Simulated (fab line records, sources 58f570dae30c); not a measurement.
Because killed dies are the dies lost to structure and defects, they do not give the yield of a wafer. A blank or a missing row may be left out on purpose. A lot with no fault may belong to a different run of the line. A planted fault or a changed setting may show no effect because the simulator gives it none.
One fault seen from 2 desks | flow berkeley-cmos170 | every desk sees just its own numbers, and what lay behind them comes last

== TOOL OWNER'S DESK, furnace-03 ==
The tool's own readings at UCB170_ACTIVE_OXIDATION_02 (target thk 26.4 nm, ox time 1260 s): means of the sampled wafers that have a number, for each lot that ran on this tool. Marked OUT: a lot whose mean sits more than 4 standard deviations from the usual mean, which makes it out of limits; the brackets give that distance.
Columns: A = zone-power-source-pct at UCB170_ACTIVE_OXIDATION_02, usual 30.3 %
lot  | first seen here | A
L170 | day 5 20:23     | 31.4
L175 | day 7 05:26     | 31.6
L176 | day 7 05:26     | 31.2
L177 | day 7 05:26     | 31.7
This desk's finding: nothing out of limits on any of the 4 lots.

== METROLOGY DESK ==
What the gauges read, lot by lot, whatever tool the lot ran on: means of the sampled wafers that have a number. Marked OUT: a lot whose mean sits more than 4 standard deviations from the usual mean, which makes it out of limits; the brackets give that distance. Shown here are 7 of its 10 readings, the ones lying furthest out on some lot.
Columns: A = PWELL_TW at UCB170_PWELL_TW_MEAS_17, usual 381; B = WELLDRIVE_OXIDE_THK at UCB170_WELLDRIVE_THK_MEAS_02, usual 199 nm; C = ACTIVE_OXIDE_THK at UCB170_ACTIVE_THK_MEAS_03, usual 26.5 nm; D = cd-nm at UCB170_ACTIVE_CD_MEAS_13, usual 1200.6 nm; E = ACTIVE_OVL at UCB170_ACTIVE_OVL_MEAS_14, usual -1 nm; F = cd-nm at UCB170_ACTIVE_CD_MEAS_90, usual 1200.6 nm; G = FIELD_OXIDE_THK at UCB170_FIELD_THK_MEAS_02, usual 558 nm
lot  | first seen here | A   | B   | C    | D      | E  | F      | G
L168 | day 4 07:51     | 380 | 203 | 26.3 | 1202.4 | 0  | 1202.3 | 556
L167 | day 4 13:28     | 379 | 204 | 26.1 | 1204.1 | -5 | 1203.8 | 549
L170 | day 5 04:43     | 381 | 200 | 26.0 | 1201.4 | 8  | 1201.5 | 562
L175 | day 6 05:01     | 379 | 195 | 26.5 | 1199.5 | -6 | 1199.4 | 577
L177 | day 6 10:08     | 387 | 201 | 26.8 | 1202.2 | 5  | 1202.3 | 570
L176 | day 6 10:18     | 379 | 207 | 25.6 | 1197.5 | 3  | 1197.4 | 573
L182 | day 7 07:05     | 387 | 208 | 26.7 | 1200.4 | 2  | 1200.2 | 561
This desk's finding: nothing out of limits on any of the 7 lots.

== PUT TOGETHER ==
The desk of the tool owner found nothing out of limits.
The metrology desk saw nothing out of limits.

== WHAT THE SIMULATOR HAD INSERTED ==
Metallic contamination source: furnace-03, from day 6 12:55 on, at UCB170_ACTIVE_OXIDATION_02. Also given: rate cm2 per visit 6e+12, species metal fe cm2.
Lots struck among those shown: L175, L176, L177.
